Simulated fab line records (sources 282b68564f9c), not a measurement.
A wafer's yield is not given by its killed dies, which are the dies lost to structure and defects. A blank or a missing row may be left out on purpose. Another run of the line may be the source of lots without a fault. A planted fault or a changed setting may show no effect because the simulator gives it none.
Which tool was responsible? | flow rit-cmos | 42 wafers from 14 lots sampled at 2 of the route's 202 steps

== WHAT THE GAUGES READ, wafer by wafer ==
RIT_PWELL_OVL_MEAS_06.
lot  | measured    | on         | PWELL_OVL (nm)
L153 | day 2 00:32 | overlay-02 | 0.0 -0.9 0.6
L154 | day 2 04:25 | overlay-02 | 0.2 -1.3 -0.5
L155 | day 2 10:25 | overlay-02 | -0.3 -2.7 -4.1
L158 | day 3 02:32 | overlay-02 | 0.3 -0.2 -0.5
L160 | day 3 10:57 | overlay-01 | 238.4 238.9 238.0 238.2 239.0 238.6
L161 | day 3 19:32 | overlay-01 | 238.2 238.8 238.3 238.6 239.2 238.5
L162 | day 3 22:15 | overlay-02 | 239.8 240.9 240.3 239.9 241.2 241.1
L164 | day 4 11:56 | overlay-01 | 239.6 241.7 240.6 239.8 241.8 240.7
L168 | day 5 08:55 | overlay-01 | -1.0 -3.9 -2.2
L169 | day 5 14:08 | overlay-01 | 0.1 0.8 -0.7
L170 | day 5 20:09 | overlay-02 | -1.6 -1.6 0.1
L171 | day 6 07:11 | overlay-01 | -0.8 -0.4 -0.2
L173 | day 6 09:05 | overlay-01 | -1.4 -1.8 -3.0
L175 | day 6 20:54 | overlay-01 | -3.2 -2.5 -3.4

== WHAT TOOL EACH LOT RAN ON (gives the tool, then ch and the chambers of the sampled wafers, and finally the start) ==
lot  | RIT_PWELL_EXPOSE_03
L153 | iline-stepper-02 ch 0, day 2 00:07
L154 | iline-stepper-02 ch 0, day 2 03:59
L155 | iline-stepper-01 ch 0, day 2 10:00
L158 | iline-stepper-01 ch 0, day 3 02:06
L160 | iline-stepper-02 ch 0, day 3 10:31
L161 | iline-stepper-02 ch 0, day 3 19:06
L162 | iline-stepper-02 ch 0, day 3 21:49
L164 | iline-stepper-02 ch 0, day 4 11:30
L168 | iline-stepper-01 ch 0, day 5 08:29
L169 | iline-stepper-01 ch 0, day 5 13:43
L170 | iline-stepper-01 ch 0, day 5 19:43
L171 | iline-stepper-01 ch 0, day 6 06:47
L173 | iline-stepper-01 ch 0, day 6 08:32
L175 | iline-stepper-01 ch 0, day 6 20:08
- RIT_PWELL_EXPOSE_03: exposes mask M3, target cd 43700 nm.

== AS READ BY THE TOOLS THEMSELVES (means over the sampled wafers that have a number; for cases with no such wafer, the mark the record gives instead) ==
The record holds no such reading with a usual standard deviation.

== THE ANSWER, worked out from the rows above alone ==
Rule: the lots themselves supply what counts as usual. Put in order of their means at a reading, lots are off if they are a third of the lots or fewer, leave a main group of 4 or more, and stand apart from it by a gap of 3 or more times the standard deviation of the main group's means; of several such gaps the widest counts. A main group whose means are all the same, to the digits that the tables above print for the reading, isn't used. A lot without any number at a reading at which 4 lots or more have one is off too. All remaining lots with rows at the step are treated as sound. After the gauges, taken in route order, come the tools' own readings; for these a lot's mean is taken, as printed above. At the first step where some lot is off, the reading lying furthest off is the one used; lots without a number count as furthest.
Off: at RIT_PWELL_OVL_MEAS_06 (PWELL_OVL), L160, L161, L162, L164. The main group: mean -1.2 nm, standard deviation 1.1.
If a tool, at a process step before that reading, ran all the lots that are off and no sound lot after the first of them, it fits. The gauges at RIT_PWELL_OVL_MEAS_06 are tried like those tools. One fits: iline-stepper-02 at RIT_PWELL_EXPOSE_03. A fault onset in the window from L154 (day 2 03:59, its last sound lot) to L160 (day 3 10:31, its first lot off) fits.

== WHAT THE SIMULATOR HAD PUT IN ==
Scanner matching overlay: iline-stepper-02, from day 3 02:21 on, at RIT_PWELL_EXPOSE_03. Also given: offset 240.
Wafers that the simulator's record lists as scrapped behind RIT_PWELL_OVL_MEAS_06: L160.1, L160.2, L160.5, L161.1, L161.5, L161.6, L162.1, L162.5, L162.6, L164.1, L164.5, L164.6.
Shown lots that were struck: L160, L161, L162, L164. The rule above reached the same finding.
